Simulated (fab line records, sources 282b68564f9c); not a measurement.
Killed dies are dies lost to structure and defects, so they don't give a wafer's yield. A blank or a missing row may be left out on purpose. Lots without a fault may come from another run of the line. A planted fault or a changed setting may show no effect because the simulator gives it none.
fab line records | flow rit_cmos
record lots=7 wafers=21 last_day=7
route steps=202 shown SILICIDE@163 CONTACT@168
lots that met no fault: from a run of the same line without faults
start_h: hours from the record's first day to the start of the lot's first wafer shown | wait_h: hours since the lot's step before | " the same as in the row above | L1.1+2: a row that stands for several wafers | - no value, or no start given | * or withheld: withheld | < > ~ a bound
route shown NAME@n: a module of which the file shows steps, and the number in the route of the first | usual: mean/standard deviation of fault-free wafers | same: alike in all rows | chamber/n: place in a boat | sites: the reading at each site | _std_site: their standard deviation | _edge_site: outer sites' mean less inner sites' | radius_mm: how far each site lies from the wafer's centre | mask NAME#n: copy n | behind: the tool/chamber that last shaped the wafer | hold: why the lot was held/for how many hours/how that ended | device: the transistor (n, p or np) that didn't switch | end of line: the same wafers' tests at the end of the route | a step without rows: its recipe alone | killed: dies lost to structure and defects at the first sort, not the wafer's yield | map: a wafer's dies, x killed, . not, _ none there
set.NAME: the setting as run; set.NAME@STEP: as run at that earlier step | model.NAME: the simulator's own value behind a step, which no gauge read
lots at some steps of the route; a table a step, a row a wafer
services: from which hour (start_h, from the record's first day; less than 0 if before it) a tool's chamber was out of use, for how many hours, and why
## steps
# step RIT_SILICIDE_RS_MEAS_02
# recipe thk_meas_gauge=four-point-probe reads=Ti_of_SILICIDE_SPUTTER_01
# usual SILICIDE_TI_RS=47.2/0.74
# columns lot.wafer tool chamber start_h wait_h SILICIDE_TI_RS[ohm/sq]
L537.1 film_metro-01 - 56.50 0.1 46.5
L537.3 " - " " 46.9
L537.4 " - " " 47.8
L548.3 film_metro-02 - 114.67 0.1 46.3
L548.5 " - " " 47.2
L548.6 " - " " 46.8
L549.1 film_metro-01 - 121.11 0.1 45.3
L549.4 " - " " 46.8
L549.6 " - " " 46.7
L550.1 film_metro-02 - 123.29 0.1 47.9
L550.5 " - " " 46.8
L550.6 " - " " 47.4
L553.1 film_metro-04 - 139.48 0.1 47.6
L553.4 " - " " 46.6
L553.6 " - " " 45.8
L555.2 film_metro-04 - 147.96 0.1 47.0
L555.4 " - " " 46.8
L555.6 " - " " 46.6
L559.2 film_metro-01 - 167.22 0.1 47.6
L559.3 " - " " 47.7
L559.4 " - " " 47.3
# step RIT_SILICIDE_THK_MEAS_03
# recipe thk_meas_gauge=xrf reads=Ti_of_SILICIDE_SPUTTER_01
# usual SILICIDE_TI_THK=30.3/0.4
# columns lot.wafer tool chamber start_h wait_h SILICIDE_TI_THK[nm]
L537.1 film_metro-01 - 56.62 0.1 30.6
L537.3 " - " " 30.3
L537.4 " - " " 29.8
L548.3 film_metro-02 - 114.77 0.1 30.4
L548.5 " - " " 29.9
L548.6 " - " " 30.3
L549.1 film_metro-01 - 121.23 0.1 31.3
L549.4 " - " " 30.5
L549.6 " - " " 30.6
L550.1 film_metro-02 - 123.41 0.1 29.8
L550.5 " - " " 30.4
L550.6 " - " " 30.1
L553.1 film_metro-04 - 139.60 0.1 30.2
L553.4 " - " " 30.7
L553.6 " - " " 31.2
L555.2 film_metro-04 - 148.07 0.1 30.5
L555.4 " - " " 30.5
L555.6 " - " " 30.6
L559.2 film_metro-01 - 167.33 0.1 30.2
L559.3 " - " " 30.0
L559.4 " - " " 30.1
# step RIT_SILICIDE_RTA_04
# recipe temp_c=650 time_s=10 idle_temp_c=25 ramp_up_s=5 ramp_down_s=5 cool_to_c=25 ambient=N2
# usual anneal_temp_c_max=653.0/0.51 wafer_temp_C_max=653.8/0.82
# columns lot.wafer tool chamber start_h wait_h anneal_temp_c_max wafer_temp_C_max
L537.1 rtp_anneal-02 0 56.68 0.1 653.8 654.8
L537.3 " 0 " " 652.9 653.7
L537.4 " 0 " " 652.5 654.4
L548.3 rtp_anneal-01 0 114.84 0.1 653.0 655.7
L548.5 " 0 " " 652.9 653.4
L548.6 " 0 " " 653.4 653.3
L549.1 rtp_anneal-02 0 121.29 0.1 652.4 654.9
L549.4 " 0 " " 652.8 656.0
L549.6 " 0 " " 653.2 653.3
L550.1 rtp_anneal-01 0 123.47 0.1 653.2 652.6
L550.5 " 0 " " 652.7 653.3
L550.6 " 0 " " 652.9 652.5
L553.1 rtp_anneal-02 0 139.66 0.1 652.6 654.5
L553.4 " 0 " " 653.0 654.9
L553.6 " 0 " " 652.1 653.4
L555.2 rtp_anneal-02 0 148.13 0.1 652.9 654.3
L555.4 " 0 " " 653.1 654.3
L555.6 " 0 " " 652.1 654.7
L559.2 rtp_anneal-02 0 167.39 0.1 652.5 654.4
L559.3 " 0 " " 652.4 654.9
L559.4 " 0 " " 653.4 654.3
# step RIT_SILICIDE_WET_ETCH_05
# recipe chemistry=SPM target=Ti temp_c=90 time_s=120 dry=n2_spin
# step RIT_SILICIDE_RTA_06
# recipe temp_c=750 time_s=10 idle_temp_c=25 ramp_up_s=5 ramp_down_s=10 cool_to_c=25 ambient=N2
# usual anneal_temp_c_max=753.5/0.7 wafer_temp_C_max=754.5/1.1
# columns lot.wafer tool chamber start_h wait_h anneal_temp_c_max wafer_temp_C_max
L537.1 rtp_anneal-01 0 56.79 0.0 752.7 753.6
L537.3 " 0 " " 753.8 753.8
L537.4 " 0 " " 754.0 752.7
L548.3 rtp_anneal-02 0 114.94 0.0 753.4 755.4
L548.5 " 0 " " 754.3 755.5
L548.6 " 0 " " 753.1 755.0
L549.1 rtp_anneal-01 0 121.40 0.0 753.7 754.6
L549.4 " 0 " " 753.6 753.8
L549.6 " 0 " " 753.3 754.3
L550.1 rtp_anneal-02 0 123.58 0.0 753.2 755.3
L550.5 " 0 " " 753.7 755.7
L550.6 " 0 " " 754.0 754.7
L553.1 rtp_anneal-01 0 139.77 0.0 752.3 753.9
L553.4 " 0 " " 754.1 754.2
L553.6 " 0 " " 753.1 754.1
L555.2 rtp_anneal-01 0 148.24 0.0 752.5 753.2
L555.4 " 0 " " 752.8 753.3
L555.6 " 0 " " 754.1 753.6
L559.2 rtp_anneal-01 0 167.51 0.0 753.7 753.1
L559.3 " 0 " " 753.5 753.9
L559.4 " 0 " " 753.6 752.9
# step RIT_CONTACT_CVD_00
# recipe material=SiO2 target_thk_nm=400 precursor=TEOS temp_c=390 time_s=61 rf_w=388.2
# usual heater_power_w=331/44
# columns lot.wafer tool chamber start_h wait_h heater_power_w
L537.1 pecvd-04 2 56.85 0.1 246
L537.3 " 0 " " 349
L537.4 " 0 " " 358
L548.3 pecvd-02 1 114.99 0.0 326
L548.5 " 0 " " 395
L548.6 " 1 " " 345
L549.1 pecvd-04 0 121.47 0.1 385
L549.4 " 0 " " 385
L549.6 " 2 " " 251
L550.1 pecvd-01 0 123.64 0.1 330
L550.5 " 1 " " 311
L550.6 " 0 " " 344
L553.1 pecvd-01 0 139.83 0.1 380
L553.4 " 1 " " 324
L553.6 " 0 " " 290
L555.2 pecvd-04 1 148.30 0.0 308
L555.4 " 0 " " 340
L555.6 " 1 " " 322
L559.2 pecvd-01 2 167.57 0.0 362
L559.3 " 1 " " 331
L559.4 " 1 " " 342
# step RIT_CONTACT_THK_MEAS_01
# recipe reads=SiO2_of_CONTACT_CVD_00
# usual CONTACT_TEOS_THK=395/7.4
# columns lot.wafer tool chamber start_h wait_h CONTACT_TEOS_THK[nm]
L537.1 film_metro-01 - 56.91 0.0 388
L537.3 " - " " 395
L537.4 " - " " 393
L548.3 film_metro-01 - 115.06 0.0 396
L548.5 " - " " 397
L548.6 " - " " 409
L549.1 film_metro-02 - 121.52 0.0 393
L549.4 " - " " 402
L549.6 " - " " 393
L550.1 film_metro-02 - 123.69 0.0 402
L550.5 " - " " 397
L550.6 " - " " 405
L553.1 film_metro-01 - 139.88 0.0 406
L553.4 " - " " 403
L553.6 " - " " 412
L555.2 film_metro-03 - 148.36 0.0 401
L555.4 " - " " 399
L555.6 " - " " 404
L559.2 film_metro-02 - 167.63 0.0 392
L559.3 " - " " 405
L559.4 " - " " 411
# step RIT_CONTACT_HMDS_02
# recipe prime_time_s=60 prime_temp_c=140
# step RIT_CONTACT_COAT_03
# recipe resist=NOVOLAK spin_rpm=3250 resist_thk_nm=1000
# step RIT_CONTACT_SOFTBAKE_04
# recipe resist=NOVOLAK temp_c=90 time_s=60
# step RIT_CONTACT_EXPOSE_05
# recipe mask_id=M11 na=0.6 source_shape=conventional sigma_outer=0.5 target_cd_nm=1000 dose_mj=250
# step RIT_CONTACT_PEB_06
# recipe resist=NOVOLAK temp_c=withheld time_s=withheld
# step RIT_CONTACT_DEVELOP_07
# recipe resist=NOVOLAK develop_time_s=120 dev_temp_c=23
# usual chill_plate_temp_C=23.00/0.13 develop_time_s=120/0
# columns lot.wafer tool chamber start_h wait_h chill_plate_temp_C develop_time_s
L537.1 litho_track-01 0 57 - 22.95 120
L537.3 " 0 58 - 22.95 120
L537.4 " 0 " " 22.88 120
L548.3 litho_track-01 - 116 - - -
L548.5 " - " " - -
L548.6 " - " " - -
L549.1 litho_track-02 - 122 - - -
L549.4 " - " " - -
L549.6 " - " " - -
L550.1 litho_track-02 - 124 - - -
L550.5 " - " " - -
L550.6 " - " " - -
L553.1 litho_track-02 0 140 - 23.21 120
L553.4 " 0 " " 23.12 120
L553.6 " 0 141 - 22.98 120
L555.2 litho_track-01 0 149 - 23.38 120
L555.4 " 0 " " 23.26 120
L555.6 " 0 " " 23.20 120
L559.2 litho_track-02 0 168 - 22.90 120
L559.3 " 0 " " 23.08 120
L559.4 " 0 " " 22.87 120
# step RIT_CONTACT_CD_MEAS_08
# recipe target_cd_nm=1000
# usual cd_nm=1000.1/1.9
# columns lot.wafer tool chamber start_h wait_h cd_nm
L537.1 cd_sem-01 - 58.23 - 1001.1
L537.3 " - " " 1001.8
L537.4 " - " " 1001.8
L548.3 cd_sem-01 - 116.23 - -
L548.5 " - " " -
L548.6 " - " " -
L549.1 cd_sem-01 - 122.55 - -
L549.4 " - " " -
L549.6 " - " " -
L550.1 cd_sem-02 - 125.00 - -
L550.5 " - " " -
L550.6 " - " " -
L553.1 cd_sem-01 - 141.09 - 999.4
L553.4 " - " " 999.0
L553.6 " - " " 1000.5
L555.2 cd_sem-01 - 149.40 - 1000.3
L555.4 " - " " 1002.3
L555.6 " - " " 1000.7
L559.2 cd_sem-01 - 168.66 - 999.4
L559.3 " - " " 1002.0
L559.4 " - " " 998.5
## services
# columns tool chamber start_h hours kind
pecvd-01 - 49.97 0.5 repair
pecvd-04 2 122.61 8.6 repair
## key
first_sign step=RIT_CONTACT_DEVELOP_07 reading=tool_record direction=missing
effect none on later readings
met_at RIT_CONTACT_DEVELOP_07
struck_wafers L548.3,L548.5,L548.6,L549.1,L549.4,L549.6,L550.1,L550.5,L550.6
later_rows_left_out L548.3,L548.5,L548.6,L549.1,L549.4,L549.6,L550.1,L550.5,L550.6
sort_left_out L548.3,L548.5,L548.6,L549.1,L549.4,L549.6,L550.1,L550.5,L550.6
tester_left_out L548,L549,L550
onset_between 57 116
fault kind=skipped_step_whole tool=litho_track-01,litho_track-02 chamber=- onset_h=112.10 steps=RIT_CONTACT_DEVELOP_07 scope=struck_lots_only
# tester_left_out: of these lots the tester's yield and bins aren't shown, on N5 and GAA mostly nor the transistor test; their killed dies are dies lost to structure and defects alone, not to doping, threshold or leakage, so they don't give the yield
# sort_left_out: the simulated sort isn't trusted on such a fault, so these wafers' sort isn't shown, and their yield isn't known
# later_rows_left_out: the simulator's readings of these wafers behind a module that went badly wrong aren't trusted and aren't shown, but for the sort
